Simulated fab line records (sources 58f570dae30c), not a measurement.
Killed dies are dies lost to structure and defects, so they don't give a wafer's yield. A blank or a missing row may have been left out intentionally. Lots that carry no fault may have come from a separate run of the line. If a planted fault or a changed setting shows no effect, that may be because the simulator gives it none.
Which tool is to blame? | flow berkeley_cmos170 | 14 lots, 42 wafers sampled, at 5 steps of a route of 331

## WHAT THE GAUGES SHOWED, per wafer
UCB170_PFIELD_TW_MEAS_09. Usual: PFIELD_TW gives 599 (standard deviation 5).
lot  | measured    | on            | PFIELD_TW   | flag
L853 | day 3 17:18 | film_metro-04 | 604 603 603 |
L855 | day 4 05:50 | film_metro-01 | 598 596 594 |
L857 | day 5 01:47 | film_metro-01 | 589 592 586 |
L858 | day 5 05:58 | film_metro-04 | 602 601 597 |
L863 | day 6 03:19 | film_metro-02 | 607 607 608 |
L866 | day 6 12:32 | film_metro-01 | 591 593 592 |
L868 | day 7 01:46 | film_metro-02 | 604 606 604 |
L869 | day 7 21:39 | film_metro-04 | 597 595 599 |
L871 | day 8 06:30 | film_metro-01 | 593 595 595 |
L872 | day 8 12:26 | film_metro-02 | 603 603 603 |
L873 | day 8 12:44 | film_metro-04 | 599 600 600 |
L875 | day 8 17:34 | film_metro-04 | 600 597 599 |
L874 | day 8 17:41 | film_metro-04 | 597 599 597 |
L876 | day 9 00:26 | film_metro-02 | 606 606 607 |

UCB170_PVT_OVL_MEAS_06. Usual: PVT_OVL gives 3 nm (standard deviation 6.1).
lot  | measured     | on         | PVT_OVL (nm) | flag
L853 | day 4 18:10  | overlay-01 | 0 -2 3       |
L855 | day 5 11:32  | overlay-02 | 4 4 3        |
L857 | day 6 08:23  | overlay-02 | 2 4 5        |
L858 | day 6 08:17  | overlay-01 | 13 5 12      |
L863 | day 7 14:22  | overlay-01 | 6 6 -4       |
L866 | day 8 01:29  | overlay-02 | -12 -9 -10   |
L868 | day 8 11:23  | overlay-02 | 5 -4 13      |
L869 | day 8 23:58  | overlay-01 | 8 4 6        |
L871 | day 9 10:17  | overlay-01 | 7 4 5        |
L872 | day 9 20:26  | overlay-01 | 6 5 4        |
L873 | day 9 20:49  | overlay-02 | -1 -6 1      |
L875 | day 10 03:07 | overlay-01 | 12 8 12      |
L874 | day 10 02:53 | overlay-01 | 4 7 -1       |
L876 | day 10 06:38 | overlay-01 | 4 9 8        |

UCB170_FIELD_THK_MEAS_91. Usual: FIELD_OXIDE_LEFT_2_THK gives 353 nm (standard deviation 10).
lot  | measured     | on            | FIELD_OXIDE_LEFT_2_THK (nm) | flag
L853 | day 4 18:35  | film_metro-03 | 351 355 345                 |
L855 | day 5 11:56  | film_metro-04 | 350 354 346                 |
L857 | day 6 08:47  | film_metro-02 | 354 355 346                 |
L858 | day 6 08:42  | film_metro-04 | 342 339 346                 |
L863 | day 7 14:47  | film_metro-03 | 354 363 367                 |
L866 | day 8 02:07  | film_metro-03 | 334 350 340                 |
L868 | day 8 11:47  | film_metro-04 | 370 373 372                 |
L869 | day 9 00:23  | film_metro-04 | 362 360 351                 |
L871 | day 9 10:42  | film_metro-02 | 367 360 365                 |
L872 | day 9 21:01  | film_metro-03 | 357 352 358                 |
L873 | day 9 21:30  | film_metro-03 | 344 344 353                 |
L875 | day 10 03:32 | film_metro-03 | 345 354 355                 |
L874 | day 10 03:22 | film_metro-03 | 349 346 351                 |
L876 | day 10 07:07 | film_metro-03 | 374 364 368                 |

## EACH LOT AND THE TOOL THAT RAN IT (in order: tool; ch and the chambers of the sampled wafers; start)
lot  | UCB170_PFIELD_COAT_01            | UCB170_PFIELD_STRIP_08
L853 | litho_track-02 ch 0, day 3 15:34 | plasma_asher-04 ch 0,1, day 3 17:12
L855 | litho_track-04 ch 0, day 4 04:25 | plasma_asher-04 ch 0,1, day 4 05:44
L857 | litho_track-04 ch 0, day 5 00:30 | plasma_asher-04 ch 0,1, day 5 01:41
L858 | litho_track-04 ch 0, day 5 04:27 | plasma_asher-02 ch 0,1, day 5 05:52
L863 | litho_track-03 ch 0, day 6 01:43 | plasma_asher-02 ch 0,1, day 6 03:13
L866 | litho_track-02 ch 0, day 6 11:36 | plasma_asher-04 ch 0,1, day 6 12:26
L868 | litho_track-02 ch 0, day 7 00:49 | plasma_asher-01 ch 0,1, day 7 01:41
L869 | litho_track-02 ch 0, day 7 20:34 | plasma_asher-02 ch 1, day 7 21:32
L871 | litho_track-03 ch 0, day 8 05:16 | plasma_asher-02 ch 0,1, day 8 06:24
L872 | litho_track-02 ch 0, day 8 11:29 | plasma_asher-01 ch 1, day 8 12:20
L873 | litho_track-03 ch 0, day 8 11:32 | plasma_asher-02 ch 0,1, day 8 12:38
L875 | litho_track-02 ch 0, day 8 16:29 | plasma_asher-02 ch 0,1, day 8 17:28
L874 | litho_track-04 ch 0, day 8 16:39 | plasma_asher-04 ch 0,1, day 8 17:35
L876 | litho_track-04 ch 0, day 8 23:05 | plasma_asher-04 ch 0,1, day 9 00:20
- UCB170_PFIELD_COAT_01: resist thk 900 nm.
- UCB170_PFIELD_STRIP_08: strips in O2.

## AS READ BY THE TOOLS THEMSELVES (means over the sampled wafers that have a number; for cases with no such wafer, the mark the record gives instead)
UCB170_PFIELD_COAT_01. Usual: resist_line_temp_C 23.00 C, standard deviation 0.089; spin_speed_rpm 1499.9 rpm, standard deviation 1.
lot  | tool           | resist_line_temp_C (C) | spin_speed_rpm (rpm) | flag
L853 | litho_track-02 | 22.99                  | 1500.4               |
L855 | litho_track-04 | 23.00                  | 1499.9               |
L857 | litho_track-04 | 22.93                  | 1188.9               | OFF
L858 | litho_track-04 | 23.05                  | 1188.4               | OFF
L863 | litho_track-03 | 22.89                  | 1501.1               |
L866 | litho_track-02 | 23.16                  | 1499.2               |
L868 | litho_track-02 | 22.95                  | 1498.8               |
L869 | litho_track-02 | 22.98                  | 1498.7               |
L871 | litho_track-03 | 23.06                  | 1500.0               |
L872 | litho_track-02 | 23.10                  | 1499.3               |
L873 | litho_track-03 | 23.02                  | 1499.8               |
L875 | litho_track-02 | 22.98                  | 1500.2               |
L874 | litho_track-04 | 22.96                  | 1499.9               |
L876 | litho_track-04 | 22.99                  | 1500.6               |

UCB170_PFIELD_STRIP_08. Usual: drypump_motor_current_A 5.56 A, standard deviation 0.26; oes_product_au 0.734 a.u., standard deviation 0.0048; strip_time_to_endpoint_s 21.64 s, standard deviation 0.056.
lot  | tool            | drypump_motor_current_A (A) | oes_product_au (a.u.) | strip_time_to_endpoint_s (s) | flag
L853 | plasma_asher-04 | 5.49                        | 0.732                 | 21.68                        |
L855 | plasma_asher-04 | 5.49                        | 0.735                 | 21.63                        |
L857 | plasma_asher-04 | 5.76                        | 0.737                 | 24.30                        | OFF
L858 | plasma_asher-02 | 5.52                        | 0.739                 | 24.26                        | OFF
L863 | plasma_asher-02 | 5.54                        | 0.733                 | 21.61                        |
L866 | plasma_asher-04 | 5.77                        | 0.729                 | 21.64                        |
L868 | plasma_asher-01 | 5.42                        | 0.738                 | 21.58                        |
L869 | plasma_asher-02 | 5.51                        | 0.731                 | 21.73                        |
L871 | plasma_asher-02 | 5.53                        | 0.733                 | 21.64                        |
L872 | plasma_asher-01 | 5.40                        | 0.735                 | 21.61                        |
L873 | plasma_asher-02 | 5.53                        | 0.733                 | 21.66                        |
L875 | plasma_asher-02 | 5.54                        | 0.731                 | 21.74                        |
L874 | plasma_asher-04 | 5.77                        | 0.731                 | 21.60                        |
L876 | plasma_asher-04 | 5.78                        | 0.733                 | 21.55                        |

## THE ANSWER, worked out from the rows above alone
Rule: a lot counts as off when the mean over its wafers that have a number is more than 3 standard deviations away from the usual mean. Also off: a lot with no number at a reading for which 4 or more lots have one. All remaining lots with rows at the step are treated as sound. The gauges are gone through in route order, then the tools' own readings, and for those a lot's mean is taken as printed above. At the first step where some lot is off, the reading lying furthest off is the one used; lots without a number count as furthest.
Off: L857, L858, at UCB170_PFIELD_COAT_01 (spin_speed_rpm).
If a tool, at that step or one of the process steps before it, ran each lot that is off and ran no sound lot following the first of them, it fits. Not one of the candidates tried fits.

## WHAT THE SIMULATOR HAD INSERTED
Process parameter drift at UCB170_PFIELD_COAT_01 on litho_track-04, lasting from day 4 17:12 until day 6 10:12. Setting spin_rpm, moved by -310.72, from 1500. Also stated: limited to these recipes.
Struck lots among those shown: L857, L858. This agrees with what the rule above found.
